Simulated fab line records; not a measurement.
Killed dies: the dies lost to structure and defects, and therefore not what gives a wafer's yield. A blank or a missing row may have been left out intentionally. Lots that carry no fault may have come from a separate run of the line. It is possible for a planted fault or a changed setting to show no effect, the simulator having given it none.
A lot that was struck, set against a sound lot :: flow berkeleyCmos170 :: 14 steps out of a route of 331
Sound: the wafers L535.1, L535.2, L535.6. Wafers L546.1, L546.3, L546.6 were the ones struck. The cause is named last.
For every step that has rows: the tool of each side, followed by ch and its chambers, followed by its first start. Under that, the readings that differ: sound wafers :: struck wafers :: difference of the means :: sigmas: that difference in standard deviations of wafers without a fault.
alike: readings with means less than 2 such deviations apart, plus words and numbers identical on both sides. not compared: withheld readings, readings lacking a value on some wafer, bounds such as >300 that could conceal the same value, and numbers that have no deviation in the record and whose values overlap.
A row with sigmas, a row that says differs or no value, or rows on one side alone: a step with any of these is where the two part. Numbers that don't overlap but have no deviation are shown without sigmas and don't part them. Lack of a reading on every wafer of one side parts them only where that side has two or more wafers.

UCB170_FIELD_THK_MEAS_90:
  sound on filmMetro-02 at day 4 20:38; struck on filmMetro-03 at day 7 06:41
reading: FIELD_OXIDE_LEFT_1_THK (nm)
sound: 459 458 463
struck: 441 449 439
difference: -17
sigmas: -2
then, 2 steps without rows for these wafers: UCB170_SACOX_CLEAN_00 (cleans in dHF, time 7.5 s); UCB170_SACOX_OXIDATION_01 (target thk 14.4 nm, ox time 2400 s).
UCB170_SACOX_THK_MEAS_02:
  sound on filmMetro-01 at day 5 01:59; struck on filmMetro-01 at day 7 11:14
reading: SACOX_OXIDE_THK (nm)
sound: 14.89 14.88 14.89
struck: 14.16 14.23 14.16
difference: -0.70
sigmas: -2
then, 2 steps without rows for these wafers: UCB170_SCREENOX_WET_ETCH_00 (etches SiO2 in dHF, time 200 s); UCB170_SCREENOX_OXIDATION_01 (target thk 14.4 nm, ox time 2400 s).
UCB170_SCREENOX_THK_MEAS_02:
  sound on filmMetro-02 at day 5 08:17; struck on filmMetro-04 at day 7 15:24
reading: SCREENOX_OXIDE_THK (nm)
sound: 14.65 14.42 14.56
struck: 14.12 14.08 13.99
difference: -0.48
sigmas: -2
then, 5 steps without rows for these wafers: UCB170_SCREENOX_ANNEAL_03 (time 900 s); UCB170_NVT_HMDS_00 (prime time 60 s); UCB170_NVT_COAT_01 (resist thk 900 nm); UCB170_NVT_SOFTBAKE_02 (time 60 s); UCB170_NVT_EXPOSE_03 (exposes mask PWELL, target cd 3000 nm).
UCB170_NVT_PEB_04:
  sound on lithoTrack-04 ch 0, day 5 13:53; struck on lithoTrack-04, day 7 18:19
  no value came back on the struck wafers for chillPlateTempC (C), exhaustPa (Pa); on the sound wafers chillPlateTempC (C) reads 23.08 23.05 23.11
then, 1 step without rows for these wafers: UCB170_NVT_DEVELOP_05 (develop time 45 s).

WHERE THEY PART
Last at UCB170_NVT_PEB_04 as far as this record goes, first at UCB170_FIELD_THK_MEAS_90.

WHY: what had been put in by the simulator
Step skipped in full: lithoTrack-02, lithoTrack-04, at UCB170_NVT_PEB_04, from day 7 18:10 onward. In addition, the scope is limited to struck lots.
